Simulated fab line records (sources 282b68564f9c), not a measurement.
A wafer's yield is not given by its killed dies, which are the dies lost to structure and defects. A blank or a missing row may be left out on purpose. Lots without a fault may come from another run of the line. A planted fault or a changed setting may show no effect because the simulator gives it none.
Chamber matching -- flow ritCmos -- rieSi-01 running RIT_GATE_ETCH_19: 4 sister chambers
The step etches poly-Si in SF6/CHF3/O2, stops on SiO2, time 165 s, target depth 312.5 nm. 14 wafers are shown with their chamber, then 7 later ones without.

WAFERS, EACH WITH ITS CHAMBER
wafer,chamber,drypumpMotorCurrentA (A),throttleValvePct (%),oesProductAu (a.u.)
L451.1,2,5.76,10.33,0.857
L451.3,1,5.59,10.32,0.849
L451.6,0,5.89,10.27,0.836
L461.1,1,5.59,10.31,0.830
L461.2,3,5.28,10.14,0.855
L461.3,0,5.89,10.24,0.827
L465.1,2,5.75,10.32,0.859
L465.3,3,5.30,10.13,0.857
L465.6,3,5.27,10.15,0.867
L467.1,3,5.30,10.14,0.862
L467.4,2,5.77,10.32,0.851
L467.6,0,5.88,10.25,0.838
L469.2,2,5.76,10.32,0.856
L469.3,3,5.30,10.13,0.868

SIGNATURES (means of the wafers above)
reading,chamber 0,chamber 1,chamber 2,chamber 3,scatter within a chamber
drypumpMotorCurrentA,5.8867,5.5900,5.7600,5.2900,0.0103
throttleValvePct,10.2533,10.3150,10.3225,10.1380,0.00934
oesProductAu,0.83367,0.83950,0.85575,0.86180,0.00647
Rule: a wafer's distance from a chamber is the root of the sum, over the readings, of the square of ((its reading less the chamber's mean) divided by the reading's scatter). If the next closest chamber is less than 2 further off than the closest, the wafer can't be placed; otherwise it belongs to the closest. The scatter is the square root of a quotient: the sum, over the shown wafers, of each reading's squared deviation from its chamber's mean, divided by wafers minus chambers.

WAFERS MISSING THEIR CHAMBER
wafer,drypumpMotorCurrentA (A),throttleValvePct (%),oesProductAu (a.u.)
L469.6,5.29,10.13,0.855
L472.1,5.26,10.13,0.876
L472.3,5.59,10.28,0.854
L472.4,5.77,10.31,0.860
L471.1,5.77,10.33,0.842
L471.2,5.58,10.30,0.853
L471.3,5.30,10.13,0.858

THE CHAMBER EACH PASSED THROUGH
wafer,from the rows above,in truth
L469.6,3,3
L472.1,3,3
L472.3,1,1
L472.4,2,2
L471.1,2,2
L471.2,1,1
L471.3,3,3
Correctly placed: 7 of 7. From these rows, 0 cannot be placed. Wrongly placed: 0.
